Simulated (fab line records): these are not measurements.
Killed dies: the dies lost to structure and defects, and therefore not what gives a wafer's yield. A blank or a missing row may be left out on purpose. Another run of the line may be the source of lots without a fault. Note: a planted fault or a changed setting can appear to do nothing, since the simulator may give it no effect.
Which tool did it?    flow berkeley cmos170    Sampling: 16 lots, 48 wafers, 5 of 331 route steps

WHAT THE GAUGES READ, wafer by wafer
UCB170_NSD_OVL_MEAS_07. Usual: for NSD_OVL the level is -1 nm and the standard deviation is 7.1.
lot   measured      on          NSD_OVL (nm)  flag
L562  day 6 22:32   overlay-02  -5 -12 -1     
L563  day 6 23:04   overlay-02  -11 -8 -3     
L564  day 7 14:27   overlay-01  -2 3 9        
L565  day 7 14:47   overlay-02  -1 -1 -7      
L567  day 7 22:15   overlay-02  1 -4 6        
L568  day 7 22:29   overlay-02  -5 -7 -2      
L566  day 7 22:32   overlay-02  9 0 16        
L570  day 7 23:53   overlay-02  -7 -7 3       
L569  day 8 00:01   overlay-01  -1 -9 -3      
L572  day 9 00:49   overlay-02  -10 -7 -14    
L575  day 9 08:23   overlay-02  -1 4 8        
L579  day 10 03:11  overlay-01  -6 -6 -4      
L585  day 11 15:28  overlay-01  -2 -2 -5      
L581  day 11 15:50  overlay-02  0 -3 0        
L583  day 11 23:37  overlay-02  10 10 6       
L584  day 12 05:23  overlay-02  -14 -6 -23    

UCB170_SDANNEAL_RS_MEAS_04: uses a four-point probe to measure. Usual: for PLDD_RS the level is 1031.6 ohm/sq and the standard deviation is 2.8.
lot   measured      on             PLDD_RS (ohm/sq)      flag
L562  day 7 00:41   film metro-01  1033.4 1031.3 1031.4  
L563  day 7 01:24   film metro-02  1036.9 1034.2 1034.1  
L564  day 7 16:22   film metro-01  1029.4 1028.7 1031.4  
L565  day 7 16:31   film metro-02  1036.8 1036.8 1038.0  
L567  day 7 23:59   film metro-01  1030.2 1032.9 1032.0  
L568  day 8 00:10   film metro-04  1027.3 1029.9 1029.0  
L566  day 8 00:16   film metro-02  1035.6 1037.3 1040.1  
L570  day 8 01:34   film metro-01  1033.5 1032.9 1031.0  
L569  day 8 01:44   film metro-04  1029.7 1031.7 1028.0  
L572  day 9 02:31   film metro-04  1030.4 1031.0 1030.1  
L575  day 9 10:02   film metro-01  1031.6 1033.5 1031.9  
L579  day 10 04:51  film metro-01  1035.0 1033.8 1036.1  
L585  day 11 17:08  film metro-02  1027.4 1027.0 1031.0  
L581  day 11 17:50  film metro-04  1031.2 1030.0 1031.4  
L583  day 12 01:40  film metro-01  1028.6 1030.6 1029.4  
L584  day 12 06:59  film metro-01  1027.4 1027.8 1028.7  

UCB170_CONTACT_THK_MEAS_02. Usual: for CONTACT_PSG_THK the level is 718 nm and the standard deviation is 6.5.
lot   measured      on             CONTACT_PSG_THK (nm)  flag
L562  day 7 04:10   film metro-01  729 730 731           
L563  day 7 04:52   film metro-01  713 719 719           
L564  day 7 18:58   film metro-01  720 720 718           
L565  day 7 22:59   film metro-03  868 873 873           OFF
L567  day 8 04:34   film metro-01  888 892 884           OFF
L568  day 8 04:34   film metro-03  872 868 866           OFF
L566  day 8 04:34   film metro-02  897 891 889           OFF
L570  day 8 04:25   film metro-02  713 708 717           
L569  day 8 04:23   film metro-03  722 713 717           
L572  day 9 05:05   film metro-02  720 723 717           
L575  day 9 13:22   film metro-01  719 719 716           
L579  day 10 08:16  film metro-01  718 721 719           
L585  day 11 19:52  film metro-01  711 715 713           
L581  day 11 21:16  film metro-02  714 707 713           
L583  day 12 04:26  film metro-01  707 714 708           
L584  day 12 10:27  film metro-02  721 724 717           

WHAT TOOL EACH LOT RAN ON (gives the tool, then ch and the chambers of the sampled wafers, and finally the start)
lot   UCB170_SDANNEAL_RTA_01            UCB170_CONTACT_CVD_01
L562  rtp anneal-02 ch 0, day 7 00:23   lpcvd-02 ch 1, day 7 01:29
L563  rtp anneal-01 ch 0, day 7 01:03   lpcvd-01 ch 1, day 7 03:04
L564  rtp anneal-01 ch 0, day 7 16:05   lpcvd-02 ch 1, day 7 17:11
L565  rtp anneal-02 ch 0, day 7 16:13   lpcvd-02 ch 0, day 7 18:58
L567  rtp anneal-02 ch 0, day 7 23:40   lpcvd-02 ch 1, day 8 01:53
L568  rtp anneal-01 ch 0, day 7 23:51   lpcvd-02 ch 1, day 8 01:53
L566  rtp anneal-02 ch 0, day 7 23:58   lpcvd-02 ch 0, day 8 01:53
L570  rtp anneal-01 ch 0, day 8 01:15   lpcvd-01 ch 1, day 8 02:36
L569  rtp anneal-02 ch 0, day 8 01:26   lpcvd-01 ch 1, day 8 02:36
L572  rtp anneal-02 ch 0, day 9 02:12   lpcvd-01 ch 0, day 9 03:17
L575  rtp anneal-01 ch 0, day 9 09:43   lpcvd-01 ch 1, day 9 11:35
L579  rtp anneal-01 ch 0, day 10 04:32  lpcvd-01 ch 1, day 10 06:28
L585  rtp anneal-01 ch 0, day 11 16:50  lpcvd-01 ch 1, day 11 18:05
L581  rtp anneal-01 ch 0, day 11 17:30  lpcvd-02 ch 1, day 11 19:28
L583  rtp anneal-02 ch 0, day 12 01:20  lpcvd-01 ch 0, day 12 02:38
L584  rtp anneal-01 ch 0, day 12 06:41  lpcvd-01 ch 1, day 12 08:40
- UCB170_SDANNEAL_RTA_01: time 5 s.
- UCB170_CONTACT_CVD_01: deposits PSG from SiH4/O2/PH3, target thk 700 nm, time 2876 s.

WHAT THE TOOLS THEMSELVES READ (means of the sampled wafers that have a number; where no wafer has one, the mark that the record gives instead)
UCB170_SDANNEAL_RTA_01. Usual: lamp power pct 38.5 %, standard deviation 0.3; wafer_temp_C_max 1054.3, standard deviation 0.94.
lot   tool           lamp power pct (%)  wafer_temp_C_max  flag
L562  rtp anneal-02  38.2                1054.0            
L563  rtp anneal-01  38.8                1054.7            
L564  rtp anneal-01  38.8                1053.8            
L565  rtp anneal-02  38.2                1054.2            
L567  rtp anneal-02  38.2                1054.9            
L568  rtp anneal-01  38.8                1053.5            
L566  rtp anneal-02  38.2                1055.0            
L570  rtp anneal-01  38.8                1053.4            
L569  rtp anneal-02  38.2                1054.3            
L572  rtp anneal-02  38.2                1054.3            
L575  rtp anneal-01  38.8                1053.9            
L579  rtp anneal-01  38.8                1053.4            
L585  rtp anneal-01  38.8                1053.4            
L581  rtp anneal-01  38.8                1054.1            
L583  rtp anneal-02  38.2                1054.6            
L584  rtp anneal-01  38.8                1054.6            

UCB170_CONTACT_CVD_01. Usual: pressure mtorr reads 300.1 mTorr (standard deviation 0.56).
lot   tool      pressure mtorr (mTorr)  flag
L562  lpcvd-02  299.8                   
L563  lpcvd-01  300.3                   
L564  lpcvd-02  299.5                   
L565  lpcvd-02  450.4                   OFF
L567  lpcvd-02  449.7                   OFF
L568  lpcvd-02  450.0                   OFF
L566  lpcvd-02  449.5                   OFF
L570  lpcvd-01  299.9                   
L569  lpcvd-01  300.4                   
L572  lpcvd-01  299.6                   
L575  lpcvd-01  300.8                   
L579  lpcvd-01  300.5                   
L585  lpcvd-01  300.7                   
L581  lpcvd-02  300.1                   
L583  lpcvd-01  300.6                   
L584  lpcvd-01  300.4                   

THE ANSWER, worked out from the rows above alone
Rule: lot off if the mean of its wafers having a number is beyond 3 standard deviations from the usual mean. Also off: a lot with no number at a reading for which 4 or more lots have one. Any other lot the step has rows for is counted as sound. After the gauges, taken in route order, come the tools' own readings; for these a lot's mean is taken, as printed above. At the first step where some lot is off, the reading lying furthest off is the one used; lots without a number count as furthest.
Off: at UCB170_CONTACT_THK_MEAS_02 (CONTACT_PSG_THK), L565, L567, L568, L566.
A tool fits if, at a process step before that reading, it ran every lot that is off, and no sound lot after the first of them. The gauges at UCB170_CONTACT_THK_MEAS_02 aren't tried: what is off there is off at UCB170_CONTACT_CVD_01 too, on other tools, and a gauge's error can't cause that. None of those tried fits.

WHAT THE SIMULATOR PUT IN
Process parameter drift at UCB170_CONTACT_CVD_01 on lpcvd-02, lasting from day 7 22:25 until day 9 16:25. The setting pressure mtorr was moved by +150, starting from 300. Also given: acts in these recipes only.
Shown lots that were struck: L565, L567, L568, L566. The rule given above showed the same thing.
